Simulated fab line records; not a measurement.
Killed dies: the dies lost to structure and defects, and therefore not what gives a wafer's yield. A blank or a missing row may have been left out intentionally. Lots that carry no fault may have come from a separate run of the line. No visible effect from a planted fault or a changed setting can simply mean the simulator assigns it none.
Split-lot experiment :: flow berkeleyCmos170 :: on a route of 331 steps: 5 lots, 23 wafers read

## ABOUT THE SPLIT
At UCB170_CONTACT_COAT_04 (resist thk 900 nm), the setting spinRpm was moved away from the recipe's 1500 rpm on 8 of the 23 wafers read, by -2.9% to +3.9%. The other wafers ran this setting at the recipe's value.

The split's own step is where the reading is taken.

## THE READING
KrF_of_CONTACT_COAT_04.thkNm (the simulator's own value, which no gauge read), in nm, at UCB170_CONTACT_COAT_04 (resist thk 900 nm). There is no usual value for it anywhere in the file. Here, 15 wafers ran the recipe; their average is 900.9 nm with a standard deviation of 2 nm.

wafer: L079.1
tool, chamber at the split: lithoTrack-03, 0
spinRpm as run, rpm: 1500
against the recipe: recipe
KrF_of_CONTACT_COAT_04.thkNm, nm: 897.2
against lot-mates on the recipe: -

wafer: L079.3
tool, chamber at the split: lithoTrack-03, 0
spinRpm as run, rpm: 1500
against the recipe: recipe
KrF_of_CONTACT_COAT_04.thkNm, nm: 898.7
against lot-mates on the recipe: -

wafer: L079.4
tool, chamber at the split: lithoTrack-03, 0
spinRpm as run, rpm: 1500
against the recipe: recipe
KrF_of_CONTACT_COAT_04.thkNm, nm: 900.1
against lot-mates on the recipe: -

wafer: L082.1
tool, chamber at the split: lithoTrack-04, 0
spinRpm as run, rpm: 1500
against the recipe: recipe
KrF_of_CONTACT_COAT_04.thkNm, nm: 899.5
against lot-mates on the recipe: -

wafer: L082.2
tool, chamber at the split: lithoTrack-04, 0
spinRpm as run, rpm: 1500
against the recipe: recipe
KrF_of_CONTACT_COAT_04.thkNm, nm: 900.7
against lot-mates on the recipe: -

wafer: L082.5
tool, chamber at the split: lithoTrack-04, 0
spinRpm as run, rpm: 1500
against the recipe: recipe
KrF_of_CONTACT_COAT_04.thkNm, nm: 900.7
against lot-mates on the recipe: -

wafer: L082.4
tool, chamber at the split: lithoTrack-04, 0
spinRpm as run, rpm: 1539
against the recipe: +2.6%
KrF_of_CONTACT_COAT_04.thkNm, nm: 885.7
against lot-mates on the recipe: -14.6

wafer: L082.6
tool, chamber at the split: lithoTrack-04, 0
spinRpm as run, rpm: 1539
against the recipe: +2.6%
KrF_of_CONTACT_COAT_04.thkNm, nm: 890.6
against lot-mates on the recipe: -9.7

wafer: L081.1
tool, chamber at the split: lithoTrack-01, 0
spinRpm as run, rpm: 1500
against the recipe: recipe
KrF_of_CONTACT_COAT_04.thkNm, nm: 902.3
against lot-mates on the recipe: -

wafer: L081.2
tool, chamber at the split: lithoTrack-01, 0
spinRpm as run, rpm: 1457
against the recipe: -2.9%
KrF_of_CONTACT_COAT_04.thkNm, nm: 914.3
against lot-mates on the recipe: +12.9

wafer: L081.4
tool, chamber at the split: lithoTrack-01, 0
spinRpm as run, rpm: 1500
against the recipe: recipe
KrF_of_CONTACT_COAT_04.thkNm, nm: 900.5
against lot-mates on the recipe: -

wafer: L081.5
tool, chamber at the split: lithoTrack-01, 0
spinRpm as run, rpm: 1457
against the recipe: -2.9%
KrF_of_CONTACT_COAT_04.thkNm, nm: 913.1
against lot-mates on the recipe: +11.7

wafer: L081.6
tool, chamber at the split: lithoTrack-01, 0
spinRpm as run, rpm: 1457
against the recipe: -2.9%
KrF_of_CONTACT_COAT_04.thkNm, nm: 914.8
against lot-mates on the recipe: +13.4

wafer: L084.2
tool, chamber at the split: lithoTrack-04, 0
spinRpm as run, rpm: 1500
against the recipe: recipe
KrF_of_CONTACT_COAT_04.thkNm, nm: 903.3
against lot-mates on the recipe: -

wafer: L084.3
tool, chamber at the split: lithoTrack-04, 0
spinRpm as run, rpm: 1500
against the recipe: recipe
KrF_of_CONTACT_COAT_04.thkNm, nm: 897.7
against lot-mates on the recipe: -

wafer: L084.4
tool, chamber at the split: lithoTrack-04, 0
spinRpm as run, rpm: 1500
against the recipe: recipe
KrF_of_CONTACT_COAT_04.thkNm, nm: 904.5
against lot-mates on the recipe: -

wafer: L084.5
tool, chamber at the split: lithoTrack-04, 0
spinRpm as run, rpm: 1500
against the recipe: recipe
KrF_of_CONTACT_COAT_04.thkNm, nm: 901.9
against lot-mates on the recipe: -

wafer: L084.6
tool, chamber at the split: lithoTrack-04, 0
spinRpm as run, rpm: 1500
against the recipe: recipe
KrF_of_CONTACT_COAT_04.thkNm, nm: 900.5
against lot-mates on the recipe: -

wafer: L085.1
tool, chamber at the split: lithoTrack-01, 0
spinRpm as run, rpm: 1500
against the recipe: recipe
KrF_of_CONTACT_COAT_04.thkNm, nm: 903
against lot-mates on the recipe: -

wafer: L085.2
tool, chamber at the split: lithoTrack-01, 0
spinRpm as run, rpm: 1558
against the recipe: +3.9%
KrF_of_CONTACT_COAT_04.thkNm, nm: 885.4
against lot-mates on the recipe: -17.6

wafer: L085.3
tool, chamber at the split: lithoTrack-01, 0
spinRpm as run, rpm: 1558
against the recipe: +3.9%
KrF_of_CONTACT_COAT_04.thkNm, nm: 886.7
against lot-mates on the recipe: -16.2

wafer: L085.4
tool, chamber at the split: lithoTrack-01, 0
spinRpm as run, rpm: 1500
against the recipe: recipe
KrF_of_CONTACT_COAT_04.thkNm, nm: 902.9
against lot-mates on the recipe: -

wafer: L085.5
tool, chamber at the split: lithoTrack-01, 0
spinRpm as run, rpm: 1558
against the recipe: +3.9%
KrF_of_CONTACT_COAT_04.thkNm, nm: 889.1
against lot-mates on the recipe: -13.9

THE FIT
A straight line over all 23 wafers: KrF_of_CONTACT_COAT_04.thkNm changes by -4.12 nm for each +1% of spinRpm; r = -0.96; the points scatter about the line by 2.3 nm.
The same after taking each lot's own level away (the mean of its wafers on the recipe; 23 wafers): -4.3 nm for each +1%; r = -0.98; scatter 1.7 nm.
Per that fit: largest spinRpm move, reading shift of 17 nm.
From 898.67 to 902.95 nm: that is the span of the lots' own levels, equal to 2.1 times the standard deviation above.
The two slopes agree, so the slope changes little with the lot-to-lot level.
Check: for one of the wafers moved furthest among these (+3.9%), held out of the fit, the line's prediction against its lot-mates is -16.3 nm. It came out at -17.6 nm against them.

## OTHER SPLITS APPLIED TO THESE WAFERS
Note: prior to the reading, these wafers also went through further splits. Each is held against what the fit with the lots' levels taken away leaves over:
other split on the same wafers: UCB170_CONTACT_CVD_01 tempC
wafers away from the commonest value: 15
r with KrF_of_CONTACT_COAT_04.thkNm (lot level and that fit taken away): -0.05

## THE WHOLE CHAIN: every reading that the file lists as answering this split, in the file's order
step: UCB170_CONTACT_COAT_04
what it does: resist thk 900 nm
reading: KrF_of_CONTACT_COAT_04.thkNm (the simulator's own value, which no gauge read)
change (the file's fit): -4.32 nm for each +1% of the setting
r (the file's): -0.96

step: UCB170_CONTACT_STRIP_06
what it does: strips in O2
reading: stripTimeToEndpointS
change (the file's fit): withheld for each +1% of the setting
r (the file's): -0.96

## THE FILE'S OWN FIT
KrF_of_CONTACT_COAT_04.thkNm changes by -4.32 nm for each +1% of spinRpm, r = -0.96.
